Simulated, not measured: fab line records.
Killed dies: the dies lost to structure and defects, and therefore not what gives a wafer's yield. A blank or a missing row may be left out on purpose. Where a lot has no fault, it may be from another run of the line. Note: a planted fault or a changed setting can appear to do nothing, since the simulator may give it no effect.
Split-lot study -- flow berkeley_cmos170 -- 23 wafers read across 5 lots, on a route 331 steps long

THE SPLIT
At UCB170_M2_METAL_ETCH_18 (etches Al in Cl2/BCl3, stops on SiO2, target depth 1170 nm, time 195 s), the setting time_s was moved away from the recipe's 195 s on 11 of the 23 wafers read, by -11.6% to +9.7%. This setting was run at the recipe's value on the other wafers.

Between the split and the reading, the file records no step.

THE READING
oes_product_au, in a.u., at UCB170_M2_STRIP_19 (strips in O2). Typical for fault-free wafers on this fab line: 0.542 a.u., with standard deviation 0.015 a.u.

wafer,"tool, chamber at the split","time_s as run, s",against the recipe,"oes_product_au, a.u.",against lot-mates on the recipe
L074.2,"rie_metal-03, 1",195,recipe,0.556,-
L074.4,"rie_metal-03, 0",195,recipe,0.556,-
L074.5,"rie_metal-03, 1",195,recipe,0.552,-
L078.1,"rie_metal-03, 1",214,+9.7%,0.486,-0.064
L078.2,"rie_metal-03, 0",195,recipe,0.546,-
L078.3,"rie_metal-03, 0",214,+9.7%,0.480,-0.070
L078.4,"rie_metal-03, 1",195,recipe,0.557,-
L078.6,"rie_metal-03, 1",195,recipe,0.548,-
L079.1,"rie_metal-04, 0",209.8,+7.6%,0.483,-0.042
L079.2,"rie_metal-04, 1",209.8,+7.6%,0.455,-0.070
L079.3,"rie_metal-04, 0",209.8,+7.6%,0.475,-0.050
L079.4,"rie_metal-04, 1",195,recipe,0.515,-
L079.6,"rie_metal-04, 0",195,recipe,0.535,-
L085.1,"rie_metal-03, 1",172.3,-11.6%,0.640,+0.079
L085.2,"rie_metal-03, 0",195,recipe,0.559,-
L085.3,"rie_metal-03, 0",195,recipe,0.563,-
L085.4,"rie_metal-03, 1",172.3,-11.6%,0.642,+0.081
L085.5,"rie_metal-03, 0",172.3,-11.6%,0.642,+0.081
L082.1,"rie_metal-04, 1",205,+5.1%,0.488,-0.036
L082.3,"rie_metal-04, 0",205,+5.1%,0.497,-0.027
L082.4,"rie_metal-04, 1",195,recipe,0.522,-
L082.5,"rie_metal-04, 1",195,recipe,0.526,-
L082.6,"rie_metal-04, 0",205,+5.1%,0.497,-0.027

FIT RESULTS
A straight line over all 23 wafers: oes_product_au changes by -0.00827 a.u. for each +1% of time_s; r = -0.96; the points scatter about the line by 0.015 a.u.
The same after taking each lot's own level away (the mean of its wafers on the recipe; 23 wafers): -0.00686 a.u. for each +1%; r = -0.99; scatter 0.0065 a.u.
According to that fit, moving time_s by its largest amount changes the reading by 0.08 a.u.
The span of the lots' own levels, 0.5240 to 0.5610 a.u., comes to 2.5 times the standard deviation stated above.
In other words, the slope is changed by the lot-to-lot level; the two fits disagree.
Check: +0.0807 a.u. against its lot-mates is what the line predicts for one of the wafers moved furthest among these (-11.6%) when that wafer is left out of the fit. It came out at +0.079 a.u. against them.

OTHER SPLITS APPLIED TO THESE WAFERS
Before the reading, these wafers also passed through other splits. Each is held against what the fit with the lots' levels taken away leaves over:
other split on the same wafers,wafers away from the commonest value,r with oes_product_au (lot level and that fit taken away)
UCB170_V1_EXPOSE_09 dose_mj,10,+0.03
UCB170_V1_ETCH_14 time_s,5,+0.07

THE WHOLE CHAIN: every reading that the file lists as answering this split, in the file's order
step,what it does,reading,change (the file's fit),r (the file's)
UCB170_M2_METAL_ETCH_18,"etches Al in Cl2/BCl3, stops on SiO2, target depth 1170 nm, time 195 s","KrF_of_M2_COAT_10.thk_nm (the simulator's own value, which no gauge read)",-6.34 nm for each +1% of the setting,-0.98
UCB170_M2_METAL_ETCH_18,"etches Al in Cl2/BCl3, stops on SiO2, target depth 1170 nm, time 195 s","SiO2_of_V1_CVD_00.thk_nm (the simulator's own value, which no gauge read)",-0.598 nm for each +1% of the setting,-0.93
UCB170_M2_STRIP_19,strips in O2,oes_product_au,-0.00685 a.u. for each +1% of the setting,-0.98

FILE'S OWN FIT
oes_product_au changes by -0.00685 a.u. for each +1% of time_s, r = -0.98.
